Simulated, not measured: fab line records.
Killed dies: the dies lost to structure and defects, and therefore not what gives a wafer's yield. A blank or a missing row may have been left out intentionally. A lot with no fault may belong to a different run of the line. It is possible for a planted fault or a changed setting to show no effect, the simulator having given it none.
Struck lot and sound lot, side by side / flow rit cmos / 44 steps out of a route of 202
Sound: these wafers, L733.1, L733.3, L733.6. Wafers struck: L746.1, L746.2, L746.3. The cause is named last.
At each step with rows: each side's tool, then ch and its chambers, then its first start. Under that, the readings that differ: sound wafers / struck wafers / difference of the means / sigmas: that difference in standard deviations of wafers without a fault.
alike: readings with means less than 2 such deviations apart, plus words and numbers identical on both sides. not compared: withheld readings, readings lacking a value on some wafer, bounds such as >300 that could conceal the same value, and numbers that have no deviation in the record and whose values overlap.
Wherever a step has rows on one side only, a row that says differs or no value, or a row with sigmas, the two part there. When numbers do not overlap yet have no deviation, they are printed without sigmas and do not part them. Lack of a reading on every wafer of one side parts them only where that side has two or more wafers.

first, 4 steps without rows for these wafers: RIT_PLDD_SOFTBAKE_02 (time 60 s); RIT_PLDD_EXPOSE_03 (exposes mask M8, target cd 40900 nm); RIT_PLDD_PEB_04; RIT_PLDD_DEVELOP_05 (develop time 50 s).
RIT_PLDD_OVL_MEAS_06:
  sound: overlay-01 at day 2 18:31; struck: overlay-02 at day 5 12:52
  alike: PLDD_OVL
then, 2 steps without rows for these wafers: RIT_PLDD_HARDBAKE_07 (time 60 s); RIT_PLDD_IMPLANT_08.
RIT_PLDD_STRIP_09: strips in O2, time 180 s.
  sound on plasma asher-03 ch 1, day 2 18:53; struck on plasma asher-03 ch 0,1, day 5 13:12
reading=drypump motor current A (A); sound=6.1 6.0 6.0; struck=6.1 5.1 5.1; difference=-0.6; sigmas=-2
  alike: chamber pressure mTorr
  not compared: rf hours counter h
RIT_PLDD_TW_MEAS_10:
  sound: film metro-03 at day 2 19:04; struck: film metro-02 at day 5 13:23
  alike: PLDD_TW
then, 3 steps without rows for these wafers: RIT_SPACER_CLEAN_00 (cleans in SC1, time 600 s); RIT_SPACER_CLEAN_01 (cleans in dHF, time 30 s); RIT_SPACER_CLEAN_02 (cleans in SC2, time 600 s).
RIT_SPACER_CVD_03: deposits Si3N4 from SiH2Cl2/NH3, target thk 250 nm, time 3300 s.
  sound on lpcvd-02 ch 0, day 2 19:29; struck on lpcvd-02 ch 1, day 5 13:49
reading=model.Si3N4_of_SPACER_CVD_03.thk nm (nm); sound=251.3 251.9 252.2; struck=165.4 163.9 164.4; difference=-87.2; sigmas=
  alike: nh3 flow sccm, spike tc source C
RIT_SPACER_THK_MEAS_04:
  sound: film metro-01 at day 2 21:24; struck: film metro-01 at day 5 15:43
reading=SPACER_NITRIDE_THK (nm); sound=251.0 251.8 252.2; struck=165.3 163.8 164.5; difference=-87.1; sigmas=-35
RIT_SPACER_ETCHBACK_05: etches Si3N4 in SF6/CHF3, stops on SiO2, target depth 250 nm, time 240 s.
  sound on rie diel-03 ch 0,2,3, day 2 21:28; struck on rie diel-04 ch 0,1,3, day 5 15:47
reading=oes product au (a.u.); sound=0.843 0.836 0.824; struck=0.632 0.646 0.629; difference=-0.199; sigmas=-12
reading=model.etch.depth nm (nm); sound=251.3 251.9 252.2; struck=165.4 163.9 164.4; difference=-87.2; sigmas=
  alike: chamber pressure mTorr, drypump motor current A, throttle valve pct
  not compared: rf hours counter h
then, 6 steps without rows for these wafers: RIT_NSD_HMDS_00 (prime time 60 s); RIT_NSD_COAT_01 (resist thk 1000 nm); RIT_NSD_SOFTBAKE_02 (time 60 s); RIT_NSD_EXPOSE_03 (exposes mask M9, target cd 40700 nm); RIT_NSD_PEB_04; RIT_NSD_DEVELOP_05 (develop time 50 s).
RIT_NSD_OVL_MEAS_06:
  sound: overlay-02 at day 2 22:37; struck: overlay-01 at day 5 17:00
  alike: NSD_OVL
then, 2 steps without rows for these wafers: RIT_NSD_HARDBAKE_07 (time 60 s); RIT_NSD_IMPLANT_08.
RIT_NSD_STRIP_09: strips in O2, time 180 s.
  sound on plasma asher-03 ch 0,1, day 2 22:56; struck on plasma asher-01 ch 0,1, day 5 17:20
  alike: chamber pressure mTorr, drypump motor current A
  not compared: rf hours counter h
RIT_NSD_TW_MEAS_10:
  sound: film metro-03 at day 2 23:07; struck: film metro-02 at day 5 17:31
reading=NSD_TW; sound=3099 3101 3096; struck=3143 3132 3127; difference=+35; sigmas=+2
then, 6 steps without rows for these wafers: RIT_PSD_HMDS_00 (prime time 60 s); RIT_PSD_COAT_01 (resist thk 1000 nm); RIT_PSD_SOFTBAKE_02 (time 60 s); RIT_PSD_EXPOSE_03 (exposes mask M10, target cd 40900 nm); RIT_PSD_PEB_04; RIT_PSD_DEVELOP_05 (develop time 50 s).
RIT_PSD_OVL_MEAS_06:
  sound: overlay-01 at day 3 00:02; struck: overlay-01 at day 5 18:33
  alike: PSD_OVL
then, 2 steps without rows for these wafers: RIT_PSD_HARDBAKE_07 (time 60 s); RIT_PSD_IMPLANT_08.
RIT_PSD_STRIP_09: strips in O2, time 180 s.
  sound on plasma asher-01 ch 0,1, day 3 00:22; struck on plasma asher-04 ch 0,1, day 5 18:53
  alike: chamber pressure mTorr, drypump motor current A
  not compared: rf hours counter h
RIT_PSD_TW_MEAS_10:
  sound: film metro-04 at day 3 00:32; struck: film metro-02 at day 5 19:04
  alike: PSD_TW
then, 3 steps without rows for these wafers: RIT_SDANNEAL_CLEAN_00 (cleans in SC1, time 600 s); RIT_SDANNEAL_CLEAN_01 (cleans in dHF, time 30 s); RIT_SDANNEAL_CLEAN_02 (cleans in SC2, time 600 s).
RIT_SDANNEAL_RTA_03: time 5 s.
  sound on rtp anneal-02 ch 0, day 3 00:58; struck on rtp anneal-01 ch 0, day 5 19:29
  alike: wafer_temp_C_max
RIT_SDANNEAL_RS_MEAS_04: the measuring method here is four-point-probe.
  sound: film metro-04 at day 3 01:01; struck: film metro-04 at day 5 19:32
reading=PSD_RS (ohm/sq); sound=116.25 116.31 116.07; struck=115.51 115.58 115.42; difference=-0.71; sigmas=-2
RIT_SILICIDE_WET_ETCH_00: etches SiO2 in BOE, target depth 14 nm, time 15 s.
  sound on wet bench-04 ch 1, day 3 01:30; struck on wet bench-03 ch 3, day 5 20:01
reading=model.Si3N4_of_SPACER_CVD_03.thk nm (nm); sound=197.2 197.1 196.8; struck=127 127.6 127.8; difference=-70; sigmas=
RIT_M1_PROBE_99:
  sound: prober-02 at day 3 11:55; struck: prober-02 at day 6 02:48
  alike: killed at front end, killed dies, killed open, killed short

== WHERE THEY PART ==
At RIT_PLDD_STRIP_09 first; at RIT_SDANNEAL_RS_MEAS_04 last (within this record only). Later steps at which nothing parts them and some readings are alike: RIT_M1_PROBE_99.

WHY: the cause the simulator had injected
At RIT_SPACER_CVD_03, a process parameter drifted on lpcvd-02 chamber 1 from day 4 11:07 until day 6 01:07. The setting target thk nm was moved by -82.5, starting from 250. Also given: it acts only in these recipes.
